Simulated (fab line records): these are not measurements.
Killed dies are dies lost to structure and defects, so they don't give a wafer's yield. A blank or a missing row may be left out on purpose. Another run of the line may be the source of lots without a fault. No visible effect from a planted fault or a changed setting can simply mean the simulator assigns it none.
fab line records	flow berkeley-cmos170	part 1 of 2: steps 1 to 29 of 39
record: lots: 5	wafers: 15	last-day: 11
route steps=331 shown SDANNEAL@204 PSD@206 NSD@207 PLDD@208 NLDD@209 SILICIDE@210 CONTACT@216 M1@238
lots with no fault: from the same line, run without faults
start-h: hours from the record's opening day to when the first of the lot's shown wafers began	wait-h: hours elapsed since this lot's preceding step	" identical to the entry in the row above	L1.1+2: several wafers, shown together as one row	- either no value or no given start	* or withheld: withheld	< > ~ a bound
route shown NAME@n: a module of which the file shows steps, and the number in the route of the first	usual: mean/standard deviation taken from wafers without a fault	same: alike in all rows	chamber/n: place in a boat	sites: readings site by site	_std_site: the standard deviation of these	_edge_site: inner sites' mean taken away from outer sites' mean	radius-mm: for every site, how far away it sits from the centre of the wafer	mask NAME#n: copy n	behind: tool/chamber where the wafer was last shaped	hold: why the lot went on hold/how many hours it stayed there/how the hold came to an end	device: names the non-switching transistor (n, p or np)	end of line: the tests these same wafers got at the end of their route	for a step that has no rows: nothing shown but its recipe	killed: count of dies lost to structure and defects at first sort (not the wafer's yield)	map: per-die view of a wafer (x killed, . not killed, _ where there is no die)
set.NAME: setting as actually run; set.NAME@STEP: the setting as run at that earlier step	model.NAME: the simulator's own value behind a step, which no gauge read
certain route steps with their lots: each step a table, each wafer a row
services: the hour from which a tool's chamber was out of use, counted from the record's first day as start-h (under 0 if before that day), plus the number of hours and why
== steps ==
step: UCB170_SDANNEAL_RTA_00
recipe: temp-c: 900	time-s: 9.824	ambient: N2
usual: lamp-power-pct: 19.8/0.69	wafer_temp_C_max: 903.2/1.1
lot.wafer	tool	chamber	start-h	wait-h	lamp-power-pct	wafer_temp_C_max
L075.4	rtp-anneal-01	0	145.66	0.0	20.6	904.5
L075.5	"	0	"	"	20.6	903.9
L075.6	"	0	"	"	20.6	903.8
L077.1	rtp-anneal-02	0	155.53	0.0	19.2	902.9
L077.2	"	0	"	"	19.2	902.3
L077.4	"	0	"	"	19.2	902.4
L087.1	rtp-anneal-02	0	205.53	0.0	19.2	901.9
L087.2	"	0	"	"	19.2	902.1
L087.6	"	0	"	"	19.2	902.6
L094.4	rtp-anneal-02	0	236.08	0.0	19.2	901.8
L094.5	"	0	"	"	19.2	901.9
L094.6	"	0	"	"	19.2	901.5
L096.1	rtp-anneal-01	0	236.23	0.0	20.6	905.6
L096.3	"	0	"	"	20.6	903.8
L096.4	"	0	"	"	20.6	904.9
step: UCB170_SDANNEAL_RTA_01
recipe: temp-c: 1050	time-s: 5	ambient: N2
usual: lamp-power-pct: 30.6/1.1	wafer_temp_C_max: 1053.8/1.2
lot.wafer	tool	chamber	start-h	wait-h	lamp-power-pct	wafer_temp_C_max
L075.4	rtp-anneal-01	0	145.73	0.1	31.8	1053.8
L075.5	"	0	"	"	31.7	1055.0
L075.6	"	0	"	"	31.7	1055.0
L077.1	rtp-anneal-02	0	155.60	0.1	29.6	1052.0
L077.2	"	0	"	"	29.6	1052.4
L077.4	"	0	"	"	29.6	1052.4
L087.1	rtp-anneal-02	0	205.60	0.1	29.6	1053.7
L087.2	"	0	"	"	29.6	1053.0
L087.6	"	0	"	"	29.6	1053.0
L094.4	rtp-anneal-02	0	236.15	0.1	29.5	1052.7
L094.5	"	0	"	"	29.7	1053.5
L094.6	"	0	"	"	29.6	1053.1
L096.1	rtp-anneal-01	0	236.36	0.1	31.8	1056.7
L096.3	"	0	"	"	31.7	1054.6
L096.4	"	0	"	"	31.7	1053.2
step: UCB170_SDANNEAL_RS_MEAS_02
recipe: thk-meas-gauge: four-point-probe
usual: PSD_RS: 75.6/0.33
lot.wafer	tool	chamber	start-h	wait-h	PSD_RS[ohm/sq]
L075.4	film-metro-01	-	145.82	0.1	75.5
L075.5	"	-	"	"	76.1
L075.6	"	-	"	"	76.0
L077.1	film-metro-03	-	155.66	0.0	75.2
L077.2	"	-	"	"	75.4
L077.4	"	-	"	"	75.7
L087.1	film-metro-03	-	205.66	0.0	75.3
L087.2	"	-	"	"	75.5
L087.6	"	-	"	"	75.7
L094.4	film-metro-01	-	236.24	0.1	75.7
L094.5	"	-	"	"	76.0
L094.6	"	-	"	"	76.0
L096.1	film-metro-02	-	236.48	0.1	75.4
L096.3	"	-	"	"	75.6
L096.4	"	-	"	"	75.8
step: UCB170_SDANNEAL_RS_MEAS_03
recipe: thk-meas-gauge: four-point-probe
usual: NSD_RS: 37.30/0.093
lot.wafer	tool	chamber	start-h	wait-h	NSD_RS[ohm/sq]
L075.4	film-metro-01	-	145.94	0.1	37.37
L075.5	"	-	"	"	37.49
L075.6	"	-	"	"	37.38
L077.1	film-metro-03	-	155.78	0.1	37.34
L077.2	"	-	"	"	37.23
L077.4	"	-	"	"	37.21
L087.1	film-metro-03	-	205.78	0.1	37.43
L087.2	"	-	"	"	37.30
L087.6	"	-	"	"	37.30
L094.4	film-metro-01	-	236.36	0.1	37.35
L094.5	"	-	"	"	37.36
L094.6	"	-	"	"	37.34
L096.1	film-metro-02	-	236.60	0.1	37.29
L096.3	"	-	"	"	37.40
L096.4	"	-	"	"	37.37
step: UCB170_SDANNEAL_RS_MEAS_04
recipe: thk-meas-gauge: four-point-probe
usual: PLDD_RS: 1032.6/2.4
lot.wafer	tool	chamber	start-h	wait-h	PLDD_RS[ohm/sq]
L075.4	film-metro-01	-	146.06	0.1	1033.2
L075.5	"	-	"	"	1035.8
L075.6	"	-	"	"	1034.1
L077.1	film-metro-03	-	155.90	0.1	1030.7
L077.2	"	-	"	"	1031.1
L077.4	"	-	"	"	1028.9
L087.1	film-metro-03	-	205.90	0.1	1031.4
L087.2	"	-	"	"	1031.5
L087.6	"	-	"	"	1031.5
L094.4	film-metro-01	-	236.48	0.1	1031.3
L094.5	"	-	"	"	1031.3
L094.6	"	-	"	"	1030.6
L096.1	film-metro-02	-	236.72	0.1	1033.9
L096.3	"	-	"	"	1030.8
L096.4	"	-	"	"	1035.6
step: UCB170_SDANNEAL_RS_MEAS_05
recipe: thk-meas-gauge: four-point-probe
usual: NLDD_RS: 617.1/1.4
lot.wafer	tool	chamber	start-h	wait-h	NLDD_RS[ohm/sq]
L075.4	film-metro-01	-	146.18	0.1	620.1
L075.5	"	-	"	"	617.3
L075.6	"	-	"	"	620.6
L077.1	film-metro-03	-	156.02	0.1	614.9
L077.2	"	-	"	"	618.2
L077.4	"	-	"	"	615.3
L087.1	film-metro-03	-	206.02	0.1	614.6
L087.2	"	-	"	"	614.5
L087.6	"	-	"	"	616.3
L094.4	film-metro-01	-	236.60	0.1	617.6
L094.5	"	-	"	"	616.6
L094.6	"	-	"	"	615.9
L096.1	film-metro-02	-	236.84	0.1	617.7
L096.3	"	-	"	"	617.0
L096.4	"	-	"	"	617.9
step: UCB170_SILICIDE_PRE_CLEAN_00
recipe: gas: Ar	preclean-etch-time-s: 60
lot.wafer	tool	chamber	start-h	wait-h
L075.4+5+6	pvd-sputter-04	-	146.24	0.0
L077.1+2+4	pvd-sputter-02	-	156.14	0.1
L087.1+2+6	pvd-sputter-01	-	206.14	0.1
L094.4+5+6	pvd-sputter-02	-	236.66	0.0
L096.1+3+4	pvd-sputter-01	-	236.96	0.1
step: UCB170_SILICIDE_SPUTTER_01
recipe: material: Ti	target-thk-nm: 30	time-s: 25	power-w: 1500	chamber-pressure-pa: 0.5
usual: throttle-valve-pct: 29.9/0.89
lot.wafer	tool	chamber	start-h	wait-h	throttle-valve-pct
L075.4	pvd-sputter-04	-	146.30	0.0	30.6
L075.5	"	-	"	"	30.8
L075.6	"	-	"	"	29.1
L077.1	pvd-sputter-02	-	156.20	0.0	30.7
L077.2	"	-	"	"	28.5
L077.4	"	-	"	"	29.1
L087.1	pvd-sputter-01	-	206.20	0.0	30.8
L087.2	"	-	"	"	29.5
L087.6	"	-	"	"	29.7
L094.4	pvd-sputter-02	-	236.72	0.0	28.5
L094.5	"	-	"	"	30.9
L094.6	"	-	"	"	28.4
L096.1	pvd-sputter-01	-	237.02	0.0	29.6
L096.3	"	-	"	"	30.5
L096.4	"	-	"	"	30.7
step: UCB170_SILICIDE_RS_MEAS_02
recipe: thk-meas-gauge: four-point-probe	reads: Ti_of_SILICIDE_SPUTTER_01
usual: SILICIDE_TI_RS: 25.9/0.37
lot.wafer	tool	chamber	start-h	wait-h	SILICIDE_TI_RS[ohm/sq]
L075.4	film-metro-04	-	146.39	0.1	26.3
L075.5	"	-	"	"	26.2
L075.6	"	-	"	"	25.6
L077.1	film-metro-03	-	156.23	0.0	25.9
L077.2	"	-	"	"	25.9
L077.4	"	-	"	"	25.9
L087.1	film-metro-04	-	206.24	0.0	25.9
L087.2	"	-	"	"	25.6
L087.6	"	-	"	"	25.8
L094.4	film-metro-01	-	236.81	0.1	25.9
L094.5	"	-	"	"	25.9
L094.6	"	-	"	"	25.7
L096.1	film-metro-01	-	237.05	0.0	26.3
L096.3	"	-	"	"	26.0
L096.4	"	-	"	"	26.1
step: UCB170_SILICIDE_THK_MEAS_03
recipe: thk-meas-gauge: xrf	reads: Ti_of_SILICIDE_SPUTTER_01
usual: SILICIDE_TI_THK: 30.1/0.38
lot.wafer	tool	chamber	start-h	wait-h	SILICIDE_TI_THK[nm]
L075.4	film-metro-04	-	146.48	0.1	29.7
L075.5	"	-	"	"	29.8
L075.6	"	-	"	"	30.3
L077.1	film-metro-03	-	156.35	0.1	30.4
L077.2	"	-	"	"	30.2
L077.4	"	-	"	"	30.2
L087.1	film-metro-04	-	206.36	0.1	30.2
L087.2	"	-	"	"	30.5
L087.6	"	-	"	"	30.3
L094.4	film-metro-01	-	236.90	0.1	30.2
L094.5	"	-	"	"	30.1
L094.6	"	-	"	"	30.0
L096.1	film-metro-01	-	237.17	0.1	29.8
L096.3	"	-	"	"	29.9
L096.4	"	-	"	"	29.8
step: UCB170_SILICIDE_RTA_04
recipe: temp-c: 650	time-s: 15	ambient: N2
usual: lamp-power-pct: 8.49/0.29	wafer_temp_C_max: 652.3/0.71
lot.wafer	tool	chamber	start-h	wait-h	lamp-power-pct	wafer_temp_C_max
L075.4	rtp-anneal-01	0	146.55	0.1	8.81	652.3
L075.5	"	0	"	"	8.81	652.9
L075.6	"	0	"	"	8.81	653.6
L077.1	rtp-anneal-01	0	156.41	0.1	8.80	653.0
L077.2	"	0	"	"	8.82	654.5
L077.4	"	0	"	"	8.81	652.5
L087.1	rtp-anneal-01	0	206.42	0.1	8.82	651.7
L087.2	"	0	"	"	8.80	652.0
L087.6	"	0	"	"	8.81	652.2
L094.4	rtp-anneal-01	0	237.01	0.1	8.82	653.0
L094.5	"	0	"	"	8.82	652.9
L094.6	"	0	"	"	8.82	652.7
L096.1	rtp-anneal-01	0	237.23	0.1	8.80	653.3
L096.3	"	0	"	"	8.82	653.6
L096.4	"	0	"	"	8.81	652.5
step: UCB170_SILICIDE_WET_ETCH_05
recipe: chemistry: SPM	time-s: 45	temp-c: 120	target: Ti
usual: bath-guard-temp-C: 119.9/0.38
lot.wafer	tool	chamber	start-h	wait-h	bath-guard-temp-C
L075.4	wet-bench-04	3	146.59	0.0	119.9
L075.5	"	3	"	"	119.5
L075.6	"	3	"	"	119.7
L077.1	wet-bench-04	1	156.49	0.1	119.7
L077.2	"	1	"	"	119.7
L077.4	"	1	"	"	119.7
L087.1	wet-bench-04	1	206.54	0.1	119.7
L087.2	"	1	"	"	119.4
L087.6	"	1	"	"	119.5
L094.4	wet-bench-04	2	237.08	0.1	120.2
L094.5	"	2	"	"	120.3
L094.6	"	2	"	"	120.1
L096.1	wet-bench-04	3	237.47	0.2	120.1
L096.3	"	3	"	"	119.6
L096.4	"	3	"	"	119.6
step: UCB170_CONTACT_CLEAN_00
recipe: chemistry: SPM	temp-c: 120	time-s: 600
usual: bath-guard-temp-C: 120.2/0.51
lot.wafer	tool	chamber	start-h	wait-h	bath-guard-temp-C
L075.4	wet-bench-04	1	146.61	0.0	119.8
L075.5	"	1	"	"	119.8
L075.6	"	1	"	"	119.6
L077.1	wet-bench-04	0	156.51	0.0	120.9
L077.2	"	0	"	"	120.9
L077.4	"	0	"	"	120.7
L087.1	wet-bench-04	0	206.56	0.0	120.6
L087.2	"	0	"	"	120.8
L087.6	"	0	"	"	120.7
L094.4	wet-bench-04	2	237.10	0.0	120.5
L094.5	"	2	"	"	120.3
L094.6	"	2	"	"	120.0
L096.1	wet-bench-04	2	237.50	0.0	120.2
L096.3	"	2	"	"	120.6
L096.4	"	2	"	"	120.4
step: UCB170_CONTACT_CVD_01
recipe: material: PSG	target-thk-nm: 700	temp-c: 450	precursor: SiH4/O2/PH3	time-s: 2820	pressure-mtorr: 300	sih4-flow-sccm: 60	o2-flow-sccm: 90	ph3-flow-sccm: 25
lot.wafer	tool	chamber	start-h	wait-h
L075.4+5+6	lpcvd-02	0	146.78	0.0
L077.1+2+4	lpcvd-01	1	157.03	0.3
L087.1+2+6	lpcvd-01	0	206.74	0.0
L094.4+5+6	lpcvd-01	0	238.76	1.5
L096.1+3+4	lpcvd-01	1	238.76	1.1
step: UCB170_CONTACT_THK_MEAS_02
recipe: reads: PSG_of_CONTACT_CVD_01
usual: CONTACT_PSG_THK: 701/6.5
lot.wafer	tool	chamber	start-h	wait-h	CONTACT_PSG_THK[nm]
L075.4	film-metro-04	-	148.60	0.0	706
L075.5	"	-	"	"	709
L075.6	"	-	"	"	711
L077.1	film-metro-04	-	158.81	0.0	698
L077.2	"	-	"	"	697
L077.4	"	-	"	"	696
L087.1	film-metro-02	-	209.41	0.0	696
L087.2	"	-	"	"	699
L087.6	"	-	"	"	697
L096.1	film-metro-04	-	240.55	0.0	707
L096.3	"	-	"	"	712
L096.4	"	-	"	"	709
L094.4	film-metro-01	-	240.58	0.0	697
L094.5	"	-	"	"	691
L094.6	"	-	"	"	693
step: UCB170_CONTACT_HMDS_03
recipe: prime-time-s: 60	prime-temp-c: 100
lot.wafer	tool	chamber	start-h	wait-h
L075.4+5+6	litho-track-02	0	148.70	0.1
L077.1+2+4	litho-track-03	0	159.02	0.2
L087.1+2+6	litho-track-02	0	209.80	0.4
L094.4+5+6	litho-track-03	0	241.10	0.5
L096.1+3+4	litho-track-01	0	241.21	0.7
step: UCB170_CONTACT_COAT_04
recipe: resist: KrF	spin-rpm: 1500	resist-thk-nm: 900
lot.wafer	tool	chamber	start-h	wait-h
L075.4+5+6	litho-track-02	0	148.85	0.1
L077.1+2+4	litho-track-03	0	159.17	0.1
L087.1+2+6	litho-track-02	0	209.95	0.1
L094.4+5+6	litho-track-03	0	241.25	0.1
L096.1+3+4	litho-track-01	0	241.36	0.1
step: UCB170_CONTACT_SOFTBAKE_05
recipe: resist: KrF	temp-c: 130	time-s: 60
lot.wafer	tool	chamber	start-h	wait-h
L075.4+5+6	litho-track-02	0	149.00	0.1
L077.1+2+4	litho-track-03	0	159.32	0.1
L087.1+2+6	litho-track-02	0	210.10	0.1
L094.4+5+6	litho-track-03	0	241.40	0.1
L096.1+3+4	litho-track-01	0	241.51	0.1
step: UCB170_CONTACT_STRIP_06
recipe: chemistry: O2	power-w: 400	pressure-mtorr: 3500	platen-temp-c: withheld	o2-flow-sccm: 400	overash-fraction: 0.5
usual: drypump-motor-current-A: 5.8/0.49	oes-product-au: 0.734/0.0046	strip-time-to-endpoint-s: 21.99/0.084
lot.wafer	tool	chamber	start-h	wait-h	drypump-motor-current-A	oes-product-au	rf-hours-counter-h	strip-time-to-endpoint-s
L075.4	plasma-asher-04	1	149.11	0.1	6.1	0.742	-	21.96
L075.5	"	1	"	"	6.1	0.722	-	21.99
L075.6	"	0	"	"	5.8	0.732	-	21.91
L077.1	plasma-asher-03	1	159.47	0.1	5.0	0.728	39	22.06
L077.2	"	0	"	"	6.3	0.734	39	22.08
L077.4	"	1	"	"	5.0	0.732	-	22.05
L087.1	plasma-asher-03	1	210.25	0.1	5.1	0.731	46	21.98
L087.2	"	0	"	"	6.3	0.738	46	21.97
L087.6	"	0	"	"	6.3	0.741	-	22.01
L094.4	plasma-asher-02	0	241.50	0.1	5.7	0.728	-	21.91
L094.5	"	1	"	"	5.4	0.729	-	21.90
L094.6	"	0	"	"	5.7	0.735	-	21.94
L096.1	plasma-asher-03	0	241.66	0.1	6.3	0.731	49	22.14
L096.3	"	1	"	"	5.0	0.732	-	22.04
L096.4	"	0	"	"	6.4	0.730	-	22.04
step: UCB170_CONTACT_CLEAN_07
recipe: chemistry: SPM	temp-c: 120	time-s: 600
usual: bath-guard-temp-C: 120.1/0.48
lot.wafer	tool	chamber	start-h	wait-h	bath-guard-temp-C
L075.4	wet-bench-04	2	149.18	0.0	120.4
L075.5	"	2	"	"	119.8
L075.6	"	2	"	"	120.1
L077.1	wet-bench-04	2	159.63	0.1	120.2
L077.2	"	2	"	"	119.8
L077.4	"	2	"	"	120.5
L087.1	wet-bench-04	0	210.35	0.1	121.2
L087.2	"	0	"	"	120.5
L087.6	"	0	"	"	120.9
L094.4	wet-bench-02	3	241.79	0.3	119.9
L094.5	"	3	"	"	119.8
L094.6	"	3	"	"	119.8
L096.1	wet-bench-02	1	241.79	0.1	120.3
L096.3	"	1	"	"	120.2
L096.4	"	1	"	"	120.4
step: UCB170_CONTACT_RTA_08
recipe: temp-c: 900	time-s: 10	ambient: N2
usual: lamp-power-pct: 19.8/0.68	wafer_temp_C_max: 903.3/1
lot.wafer	tool	chamber	start-h	wait-h	lamp-power-pct	wafer_temp_C_max
L075.4	rtp-anneal-01	0	149.39	0.0	20.6	904.1
L075.5	"	0	"	"	20.5	904.3
L075.6	"	0	"	"	20.6	904.3
L077.1	rtp-anneal-01	0	159.82	0.0	20.5	903.4
L077.2	"	0	"	"	20.5	904.9
L077.4	"	0	"	"	20.5	903.5
L087.1	rtp-anneal-02	0	210.52	0.0	19.2	902.6
L087.2	"	0	"	"	19.2	902.8
L087.6	"	0	"	"	19.2	902.9
L096.1	rtp-anneal-02	0	242.28	0.1	19.2	902.2
L096.3	"	0	"	"	19.2	902.1
L096.4	"	0	"	"	19.2	902.0
L094.4	rtp-anneal-01	0	242.34	0.1	20.5	903.6
L094.5	"	0	"	"	20.5	904.9
L094.6	"	0	"	"	20.5	904.6
step: UCB170_CONTACT_COAT_09
recipe: resist: BARC	temp-c: withheld	time-s: withheld	spin-rpm: 3000	resist-thk-nm: withheld
lot.wafer	tool	chamber	start-h	wait-h
L075.4+5+6	litho-track-01	0	149.56	0.2
L077.1+2+4	litho-track-02	0	159.89	0.1
L087.1+2+6	litho-track-03	0	210.66	0.1
L096.1+3+4	litho-track-03	0	242.37	0.1
L094.4+5+6	litho-track-02	0	242.80	0.4
step: UCB170_CONTACT_COAT_10
recipe: resist: KrF	spin-rpm: 1500	resist-thk-nm: 900
lot.wafer	tool	chamber	start-h	wait-h
L075.4+5+6	litho-track-01	0	-	-
L077.1+2+4	litho-track-02	0	-	-
L087.1+2+6	litho-track-03	0	-	-
L096.1+3+4	litho-track-03	0	-	-
L094.4+5+6	litho-track-02	0	-	-
step: UCB170_CONTACT_SOFTBAKE_11
recipe: resist: KrF	temp-c: 130	time-s: 60
lot.wafer	tool	chamber	start-h	wait-h
L075.4+5+6	litho-track-01	0	-	-
L077.1+2+4	litho-track-02	0	-	-
L087.1+2+6	litho-track-03	0	-	-
L096.1+3+4	litho-track-03	0	-	-
L094.4+5+6	litho-track-02	0	-	-
step: UCB170_CONTACT_EXPOSE_12
recipe: mask-id: CONT	target-cd-nm: 700	na: 0.5	sigma-outer: 0.6	source-shape: conventional	dose-mj: 35.6
usual: stage-vel-mm-s: 500.01/0.24
same: na: 0.5
lot.wafer	tool	chamber	start-h	wait-h	mask	stage-vel-mm-s
L075.4	krf-scanner-01	0	150.12	-	CONT#0	500.29
L075.5	"	0	"	"	CONT#0	500.14
L075.6	"	0	"	"	CONT#0	500.15
L077.1	krf-scanner-02	0	160.63	-	CONT#0	500.30
L077.2	"	0	"	"	CONT#0	500.14
L077.4	"	0	"	"	CONT#0	499.99
L087.1	krf-scanner-01	0	211.19	-	CONT#0	500.10
L087.2	"	0	"	"	CONT#0	499.95
L087.6	"	0	"	"	CONT#0	500.07
L096.1	krf-scanner-01	0	243.00	-	CONT#0	500.02
L096.3	"	0	"	"	CONT#0	500.05
L096.4	"	0	"	"	CONT#0	500.34
L094.4	krf-scanner-01	0	243.24	-	CONT#0	499.33
L094.5	"	0	"	"	CONT#0	499.61
L094.6	"	0	"	"	CONT#0	499.93
step: UCB170_CONTACT_PEB_13
recipe: peb-temp-c: 130	peb-time-s: withheld	resist: KrF
lot.wafer	tool	chamber	start-h	wait-h
L075.4+5+6	litho-track-03	0	150.68	0.5
L077.1+2+4	litho-track-01	0	160.75	0.1
L087.1+2+6	litho-track-03	0	211.84	0.6
L096.1+3+4	litho-track-01	0	243.21	0.2
L094.4+5+6	litho-track-03	0	243.50	0.2
step: UCB170_CONTACT_DEVELOP_14
recipe: developer: TMAH	develop-time-s: 45	resist: KrF	dev-temp-c: 21
lot.wafer	tool	chamber	start-h	wait-h
L075.4+5+6	litho-track-03	0	-	-
L077.1+2+4	litho-track-01	0	-	-
L087.1+2+6	litho-track-03	0	-	-
L096.1+3+4	litho-track-01	0	-	-
L094.4+5+6	litho-track-03	0	-	-
step: UCB170_CONTACT_CD_MEAS_15
recipe: target-cd-nm: 700
usual: cd-nm: 699.9/1.4
lot.wafer	tool	chamber	start-h	wait-h	cd-nm
L075.4	cd-sem-01	-	150.94	-	699.9
L075.5	"	-	"	"	701.8
L075.6	"	-	"	"	701.2
L077.1	cd-sem-01	-	161.02	-	698.0
L077.2	"	-	"	"	698.4
L077.4	"	-	"	"	698.1
L087.1	cd-sem-02	-	212.11	-	699.2
L087.2	"	-	"	"	698.9
L087.6	"	-	"	"	699.3
L096.1	cd-sem-01	-	243.49	-	700.0
L096.3	"	-	"	"	699.4
L096.4	"	-	"	"	700.8
L094.4	cd-sem-01	-	243.76	-	700.3
L094.5	"	-	"	"	700.1
L094.6	"	-	"	"	700.4
step: UCB170_CONTACT_OVL_MEAS_16
usual: CONTACT_OVL: 1/5.7
lot.wafer	tool	chamber	start-h	wait-h	CONTACT_OVL[nm]
L075.4	overlay-01	-	151.01	0.1	4
L075.5	"	-	"	"	3
L075.6	"	-	"	"	9
L077.1	overlay-01	-	161.14	0.1	6
L077.2	"	-	"	"	-1
L077.4	"	-	"	"	0
L087.1	overlay-01	-	212.23	0.1	-7
L087.2	"	-	"	"	7
L087.6	"	-	"	"	6
L096.1	overlay-02	-	243.61	0.1	7
L096.3	"	-	"	"	7
L096.4	"	-	"	"	7
L094.4	overlay-01	-	243.84	0.1	4
L094.5	"	-	"	"	7
L094.6	"	-	"	"	9
